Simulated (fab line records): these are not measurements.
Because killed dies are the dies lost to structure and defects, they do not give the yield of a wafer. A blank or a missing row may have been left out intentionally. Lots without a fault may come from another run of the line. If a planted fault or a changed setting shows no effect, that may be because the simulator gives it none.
Split-lot experiment    flow berkeleyCmos170    23 wafers read across 5 lots, on a route 331 steps long

THE SPLIT ITSELF
At UCB170_ACTIVE_CVD_05 (deposits Si3N4 from SiH2Cl2/NH3, target thk 220 nm, time 3300 s), the setting nh3FlowSccm was moved away from the recipe's 75 sccm on 15 of the 23 wafers read, by +5.8% to +12.3%. This setting was run at the recipe's value on the other wafers.

FROM THE SPLIT TO THE READING: what the file shows between them, 4 steps
- UCB170_PFIELD_EXPOSE_03: exposes mask PFIELD, target cd 1500 nm (also split here: doseMj)
- UCB170_PFIELD_PEB_04
- UCB170_PFIELD_DEVELOP_05: develop time 45 s
- UCB170_PFIELD_STRIP_08: strips in O2

THE READING
Si3N4_of_ACTIVE_CVD_05.thkNm (the simulator's own value, which no gauge read), in nm, at UCB170_FIELD_CLEAN_00 (cleans in dHF, time 7.5 s). There is no usual value for it anywhere in the file. Across the 8 wafers here that went through the recipe, the average is 218.4 nm and the standard deviation 1.4 nm.

wafer   tool, chamber at the split  nh3FlowSccm as run, sccm  against the recipe  Si3N4_of_ACTIVE_CVD_05.thkNm, nm  against lot-mates on the recipe
L075.3  lpcvd-01, 1                 75                        recipe              217.8                             -
L075.4  lpcvd-01, 1                 75                        recipe              221                               -
L075.5  lpcvd-01, 1                 75                        recipe              220.5                             -
L079.1  -, -                        79.35                     +5.8%               231                               no lot-mate on the recipe
L079.2  -, -                        79.35                     +5.8%               231.2                             no lot-mate on the recipe
L079.3  -, -                        79.35                     +5.8%               230.8                             no lot-mate on the recipe
L079.4  -, -                        79.35                     +5.8%               228.7                             no lot-mate on the recipe
L079.6  -, -                        79.35                     +5.8%               228.7                             no lot-mate on the recipe
L082.1  -, -                        75                        recipe              217.9                             -
L082.5  -, -                        75                        recipe              217.9                             -
L082.6  -, -                        75                        recipe              217.9                             -
L082.2  -, -                        75                        recipe              216.9                             -
L082.3  -, -                        75                        recipe              217.7                             -
L084.1  -, -                        84.22                     +12.3%              237.5                             no lot-mate on the recipe
L084.3  -, -                        84.22                     +12.3%              238.1                             no lot-mate on the recipe
L084.5  -, -                        84.22                     +12.3%              238.1                             no lot-mate on the recipe
L084.4  -, -                        84.22                     +12.3%              237.4                             no lot-mate on the recipe
L084.6  -, -                        84.22                     +12.3%              239                               no lot-mate on the recipe
L085.1  -, -                        82.61                     +10.1%              236                               no lot-mate on the recipe
L085.3  -, -                        82.61                     +10.1%              235.1                             no lot-mate on the recipe
L085.4  -, -                        82.61                     +10.1%              236.1                             no lot-mate on the recipe
L085.5  -, -                        82.61                     +10.1%              236.1                             no lot-mate on the recipe
L085.6  -, -                        82.61                     +10.1%              235.4                             no lot-mate on the recipe

THE FIT
A straight line over all 23 wafers: Si3N4_of_ACTIVE_CVD_05.thkNm changes by +1.62 nm for each +1% of nh3FlowSccm; r = +0.99; the points scatter about the line by 1.5 nm.
Too few moved wafers have a lot-mate on the recipe to fit a line with each lot's own level taken away.

FILE'S OWN FIT
Si3N4_of_ACTIVE_CVD_05.thkNm changes by +1.62 nm for each +1% of nh3FlowSccm, r = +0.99.
